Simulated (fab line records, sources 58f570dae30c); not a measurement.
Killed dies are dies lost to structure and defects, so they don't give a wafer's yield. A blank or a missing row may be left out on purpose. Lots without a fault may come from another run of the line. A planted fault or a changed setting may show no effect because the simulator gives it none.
Chamber matching | flow berkeley_cmos170 | UCB170_ZERO_ETCH_06 on rie_diel-03: 4 sister chambers
The step etches SiO2 in CHF3/CF4/Ar, time 12 s. 8 wafers are shown with their chamber, then 10 later ones without.

WAFERS WITH THEIR CHAMBER
wafer  | chamber | throttle_valve_pct (%) | drypump_motor_current_A (A)
L078.1 | 1       | 9.23                   | 6.2
L082.3 | 1       | 9.23                   | 6.2
L085.1 | 3       | 9.50                   | 5.8
L085.4 | 3       | 9.48                   | 5.7
L085.5 | 0       | 9.08                   | 5.8
L085.6 | 2       | 9.12                   | 5.9
L092.1 | 0       | 9.09                   | 5.8
L092.3 | 2       | 9.11                   | 5.9

WAFERS WITHOUT THEIR CHAMBER
wafer  | throttle_valve_pct (%) | drypump_motor_current_A (A)
L092.6 | 9.49                   | 5.8
L093.1 | 9.24                   | 6.2
L093.4 | 9.48                   | 5.8
L093.6 | 9.24                   | 6.2
L095.1 | 9.25                   | 6.2
L095.4 | 9.49                   | 5.8
L095.6 | 9.24                   | 6.2
L097.4 | 9.08                   | 5.9
L097.5 | 9.50                   | 5.8
L097.6 | 9.09                   | 5.7

WHICH CHAMBER EACH WENT THROUGH
wafer  | from the rows above     | in truth
L092.6 | 3                       | 3
L093.1 | 1                       | 1
L093.4 | 3                       | 3
L093.6 | 1                       | 1
L095.1 | 1                       | 1
L095.4 | 3                       | 3
L095.6 | 1                       | 1
L097.4 | can't be placed: 0 or 2 | 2
L097.5 | 3                       | 3
L097.6 | 0                       | 0
Placed correctly: 9 of 10. Can't be placed from these rows: 1 (the true chamber is among the candidates in 1). Placed wrongly: 0.
How it was worked out, from the rows above alone: a wafer's distance from a chamber is the root of the sum, over the readings, of the square of ((its reading less the chamber's mean) divided by the reading's scatter). The wafer belongs to the nearest chamber; if the next one is less than 2 further off, it can't be placed. A chamber's mean is the mean of its shown wafers. The scatter: the root of (the sum of the squares of (reading less its chamber's mean) over the shown wafers, divided by (wafers less chambers)).
